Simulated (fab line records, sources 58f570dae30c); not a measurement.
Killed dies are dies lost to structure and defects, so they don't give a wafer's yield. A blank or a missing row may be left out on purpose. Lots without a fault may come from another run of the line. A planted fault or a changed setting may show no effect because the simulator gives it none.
Which tool did it? | flow berkeley_cmos170 | 11 lots, 33 wafers sampled, at 2 steps of a route of 331

WHAT THE GAUGES READ, wafer by wafer
UCB170_NWELL_THK_MEAS_02. Usual: NWELL_OXIDE_THK 26.1 nm, standard deviation 0.48.
lot  | measured    | on            | NWELL_OXIDE_THK (nm) | flag
L175 | day 2 03:28 | film_metro-04 | 26.2 26.6 25.9       |
L176 | day 2 03:30 | film_metro-02 | 26.7 26.7 26.4       |
L177 | day 2 14:17 | film_metro-04 | 26.7 26.6 26.4       |
L178 | day 2 14:16 | film_metro-02 | 25.9 26.1 25.9       |
L182 | day 3 15:38 | film_metro-02 | 25.8 26.3 26.5       |
L184 | day 3 19:51 | film_metro-04 | 27.2 26.4 27.4       |
L185 | day 4 05:13 | film_metro-02 | 33.8 34.3 34.3       | OFF
L186 | day 4 09:15 | film_metro-04 | 34.1 34.0 34.6       | OFF
L196 | day 6 15:02 | film_metro-04 | 26.4 26.4 26.5       |
L197 | day 6 15:08 | film_metro-04 | 25.7 26.0 25.9       |
L198 | day 7 01:38 | film_metro-04 | 26.0 26.7 26.7       |

WHICH TOOL RAN EACH LOT (tool, then ch and the chambers of the sampled wafers, then the start)
lot  | UCB170_NWELL_OXIDATION_01
L175 | furnace-02 ch 0, day 2 02:07
L176 | furnace-02 ch 0, day 2 02:07
L177 | furnace-04 ch 0, day 2 12:55
L178 | furnace-04 ch 0, day 2 12:55
L182 | furnace-01 ch 0, day 3 14:17
L184 | furnace-01 ch 0, day 3 18:29
L185 | furnace-01 ch 0, day 4 03:51
L186 | furnace-01 ch 0, day 4 07:52
L196 | furnace-02 ch 0, day 6 13:41
L197 | furnace-02 ch 0, day 6 13:41
L198 | furnace-04 ch 0, day 7 00:17
- UCB170_NWELL_OXIDATION_01: target thk 26.4 nm, ox time 1260 s.

WHAT THE TOOLS THEMSELVES READ (means of the sampled wafers that have a number; where no wafer has one, the mark that the record gives instead)
UCB170_NWELL_OXIDATION_01. Usual: spike_tc_centre_C 1001.9 C, standard deviation 1.2; spike_tc_load_C 1023.4 C, standard deviation 2.4; spike_tc_source_C 1028 C, standard deviation 4.2; tube_center_temp_C 999.98 C, standard deviation 0.092; tube_center_temp_C_max 1002.5, standard deviation 0.41; zone_power_load_pct 30.6 %, standard deviation 1.1; zone_power_source_pct 30.8 %, standard deviation 2.7.
lot  | tool       | spike_tc_centre_C (C) | spike_tc_load_C (C) | spike_tc_source_C (C) | tube_center_temp_C (C) | tube_center_temp_C_max | zone_power_load_pct (%) | zone_power_source_pct (%) | flag
L175 | furnace-02 | 1003.1                | 1021.1              | 1019                  | 1000.06                | 1002.9                 | 29.3                    | 32.4                      |
L176 | furnace-02 | 1003.8                | 1021.4              | 1020                  | 999.95                 | 1002.4                 | 29.7                    | 32.4                      |
L177 | furnace-04 | 1002.4                | 1027.8              | 1026                  | 999.93                 | 1002.9                 | 28.9                    | 35.0                      |
L178 | furnace-04 | 1001.5                | 1027.4              | 1028                  | 999.99                 | 1002.2                 | 29.0                    | 35.3                      |
L182 | furnace-01 | 1001.7                | 1023.6              | 1031                  | 1000.00                | 1002.6                 | 31.3                    | 28.8                      |
L184 | furnace-01 | 1001.0                | 1022.4              | 1032                  | 1000.03                | 1002.5                 | 31.4                    | 28.6                      |
L185 | furnace-01 | 1032.6                | 1054.1              | 1061                  | 1030.47                | 1033.0                 | 33.7                    | 31.2                      | OFF
L186 | furnace-01 | 1032.0                | 1053.6              | 1061                  | 1030.37                | 1033.1                 | 34.0                    | 31.1                      | OFF
L196 | furnace-02 | 1003.7                | 1020.8              | 1020                  | 1000.01                | 1002.5                 | 29.6                    | 31.8                      |
L197 | furnace-02 | 1003.4                | 1022.2              | 1020                  | 1000.03                | 1002.4                 | 29.5                    | 32.0                      |
L198 | furnace-04 | 1002.4                | 1027.6              | 1026                  | 999.90                 | 1002.4                 | 29.3                    | 34.9                      |

THE ANSWER, worked out from the rows above alone
Rule: a lot is off if the mean of its wafers that have a number lies more than 3 standard deviations from the usual mean. A lot without any number at a reading at which 4 lots or more have one is off too. The other lots that the step has rows for count as sound. The gauges are gone through in route order, then the tools' own readings, and for those a lot's mean is taken as printed above. The first step at which some lot is off is used, and at that step the reading that is off furthest; a lot without a number counts as furthest.
Off: L185, L186, at UCB170_NWELL_THK_MEAS_02 (NWELL_OXIDE_THK).
A tool fits if, at a process step before that reading, it ran every lot that is off, and no sound lot after the first of them. The gauges at UCB170_NWELL_THK_MEAS_02 aren't tried: what is off there is off at UCB170_NWELL_OXIDATION_01 too, on other tools, and a gauge's error can't cause that. One fits: furnace-01 at UCB170_NWELL_OXIDATION_01. Its last sound lot is L184 (day 3 18:29), its first lot that is off L185 (day 4 03:51): a fault that began between those two fits.
The tool's own readings at UCB170_NWELL_OXIDATION_01 bear it out: on the lots that are off they differ by more than 5 times the standard deviation of the sound lots' means. spike_tc_centre_C reads 1032.3 C there against 1002.6 C on the sound lots; spike_tc_load_C reads 1053.8 C there against 1023.8 C on the sound lots; spike_tc_source_C reads 1061 C there against 1025 C on the sound lots; tube_center_temp_C reads 1030.42 C there against 999.99 C on the sound lots; tube_center_temp_C_max reads 1033.0 there against 1002.5 on the sound lots.

WHAT THE SIMULATOR HAD PUT IN
Process parameter drift: furnace-01, from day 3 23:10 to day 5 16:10, at UCB170_NWELL_OXIDATION_01. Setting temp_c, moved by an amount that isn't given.
Lots struck among those shown: L185, L186. The rule above found the same.
